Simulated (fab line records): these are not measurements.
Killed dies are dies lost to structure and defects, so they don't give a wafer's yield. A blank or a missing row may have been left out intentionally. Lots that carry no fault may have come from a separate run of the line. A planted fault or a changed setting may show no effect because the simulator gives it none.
Which of the tools did it? ; flow ritCmos ; 7 lots with 21 wafers sampled at 2 steps, on a route of 202 steps

WHAT THE GAUGES SHOWED, per wafer
RIT_PWELL_OVL_MEAS_06.
lot;measured;on;PWELL_OVL (nm)
L268;day 2 02:53;overlay-01;-2.4 -1.8 -1.1
L271;day 2 20:16;overlay-01;-0.5 -0.1 0.6
L274;day 3 08:45;overlay-01;- - -
L279;day 4 10:47;overlay-02;-1.9 -1.4 -2.9
L285;day 5 17:20;overlay-01;2.1 2.4 1.8
L288;day 6 06:59;overlay-01;-1.5 -0.6 -1.2
L290;day 6 18:17;overlay-01;-0.2 -1.8 -0.9

TOOL THAT RAN EACH LOT (tool first, then ch and the chambers of the sampled wafers, then the start)
lot;RIT_PWELL_COAT_01
L268;lithoTrack-04 ch 0, day 2 02:09
L271;lithoTrack-01 ch 0, day 2 19:32
L274;lithoTrack-01, day 3 08:01
L279;lithoTrack-01 ch 0, day 4 10:05
L285;lithoTrack-03 ch 0, day 5 16:36
L288;lithoTrack-04 ch 0, day 6 06:08
L290;lithoTrack-04 ch 0, day 6 17:26
- RIT_PWELL_COAT_01: resist thk 1300 nm.

THE ANSWER, worked out from the rows above alone
Rule: usual is defined by the lots themselves. The widest of any qualifying gaps counts: lots, ordered by their means at a reading, are off when they make up no more than a third of the lots, leave a main group of 4 or more, and stand apart from it by 3 or more times the standard deviation of that group's means. A main group is skipped when, at the precision printed for the reading in the tables above, its means are all equal. A lot without any number at a reading at which 4 lots or more have one is off too. All remaining lots with rows at the step are treated as sound.
Off: L274, at RIT_PWELL_OVL_MEAS_06 (PWELL_OVL). Without a number there: L274. The main group has a mean of -0.6 nm with a standard deviation of 1.4.
A tool fits if, at a process step before that reading, it ran every lot that is off, and no sound lot after the first of them. Gauges at RIT_PWELL_OVL_MEAS_06: tried the same way as those tools. No candidate that was tried fits.

WHAT HAD BEEN PUT IN BY THE SIMULATOR
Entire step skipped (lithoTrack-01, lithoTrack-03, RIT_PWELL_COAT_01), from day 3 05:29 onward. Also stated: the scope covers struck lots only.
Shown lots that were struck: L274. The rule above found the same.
